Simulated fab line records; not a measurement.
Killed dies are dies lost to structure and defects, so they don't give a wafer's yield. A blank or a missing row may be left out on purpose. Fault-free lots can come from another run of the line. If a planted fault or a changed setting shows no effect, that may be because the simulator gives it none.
One fault through the eyes of 2 desks + flow berkeleyCmos170 + each desk holds nothing but its own numbers, with what lay behind them at the end

THE TOOL OWNER'S DESK: rieMetal-02
The tool's own readings at UCB170_M1_METAL_ETCH_12 (etches Al in Cl2/BCl3, stops on PSG, target depth 780 nm, time 130 s): means of the sampled wafers that have a number, for each lot that ran on this tool. Any lot whose mean is over 4 standard deviations away from the usual mean is out of limits and marked OUT; that distance is given in the brackets.
Columns: A = drypumpMotorCurrentA at UCB170_M1_METAL_ETCH_12, usual 5.90 A; B = oesProductAu at UCB170_M1_METAL_ETCH_12, usual 0.855 a.u.; C = runLengthS at UCB170_M1_METAL_ETCH_12, usual 158.2 s; D = throttleValvePct at UCB170_M1_METAL_ETCH_12, usual 24.5 %
| lot  | first seen here | A    | B               | C                       | D    |
|------|-----------------|------|-----------------|-------------------------|------|
| L483 | day 8 19:58     | 6.06 | 0.844           | 158.4                   | 24.5 |
| L488 | day 10 05:13    | 5.85 | 0.839           | 158.6                   | 24.8 |
| L492 | day 10 14:50    | 5.85 | 0.839           | 158.9                   | 24.8 |
| L494 | day 10 20:14    | 6.04 | 0.853           | 158.5                   | 24.5 |
| L501 | day 12 02:09    | 5.64 | 0.646 (-14) OUT | 253.2 (+99 or more) OUT | 25.1 |
This desk's finding: out of limits on L501; first on L501, day 12 02:09 (oesProductAu at UCB170_M1_METAL_ETCH_12). In limits: L483, L488, L492, L494.

THE METROLOGY DESK
Means of the sampled wafers that have a number, per lot and without regard to the tool the lot ran on: this is what the gauges read. Any lot whose mean is over 4 standard deviations away from the usual mean is out of limits and marked OUT; that distance is given in the brackets.
Columns: A = PLDD_OVL at UCB170_PLDD_OVL_MEAS_07, usual 1 nm; B = cdNm at UCB170_NLDD_CD_MEAS_06, usual 1199.7 nm; C = cdNm at UCB170_M1_CD_MEAS_90, usual 699.8 nm
| lot  | first seen here | A   | B      | C                |
|------|-----------------|-----|--------|------------------|
| L479 | day 6 19:16     | -11 | 1199.9 | 700.8            |
| L481 | day 6 20:16     | 3   | 1201.6 | 696.1            |
| L482 | day 7 08:01     | -2  | 1200.2 | 699.4            |
| L483 | day 7 21:07     | 1   | 1199.4 | 695.7            |
| L484 | day 7 21:31     | 0   | 1201.1 | 697.5            |
| L487 | day 8 13:29     | -1  | 1200.9 | 700.9            |
| L491 | day 8 23:20     | -4  | 1200.0 | 701.2            |
| L489 | day 8 23:41     | 14  | 1200.8 | 700.3            |
| L488 | day 8 23:55     | -7  | 1197.1 | 703.5            |
| L492 | day 9 12:46     | -1  | 1200.0 | 699.5            |
| L496 | day 9 13:37     | -4  | 1199.4 | 695.7            |
| L494 | day 9 13:46     | 1   | 1198.6 | 701.6            |
| L501 | day 11 01:13    | 2   | 1200.4 | 676.5 (-8.6) OUT |
This desk's finding: out of limits on L501; first on L501, day 12 02:24 (cdNm at UCB170_M1_CD_MEAS_90). In limits: L479, L481, L482, L483, L484, L487, L491, L489, L488, L492, L496, L494.

PUT TOGETHER
An alarm could have come from the tool owner's desk at day 12 02:09, on L501.
L501 would have let the metrology desk raise an alarm at day 12 02:24.
All the named lots went through UCB170_M1_METAL_ETCH_12 on rieMetal-02.

WHAT WAS PUT IN BY THE SIMULATOR
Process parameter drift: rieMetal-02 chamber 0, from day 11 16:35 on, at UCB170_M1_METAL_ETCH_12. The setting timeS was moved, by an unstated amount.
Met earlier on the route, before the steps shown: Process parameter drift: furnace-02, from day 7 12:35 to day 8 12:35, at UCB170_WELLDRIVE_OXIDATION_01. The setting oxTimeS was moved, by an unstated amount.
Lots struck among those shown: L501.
Hours from the fault's start to each desk's first reading out of limits: the tool owner's desk, 10; the metrology desk, 10.
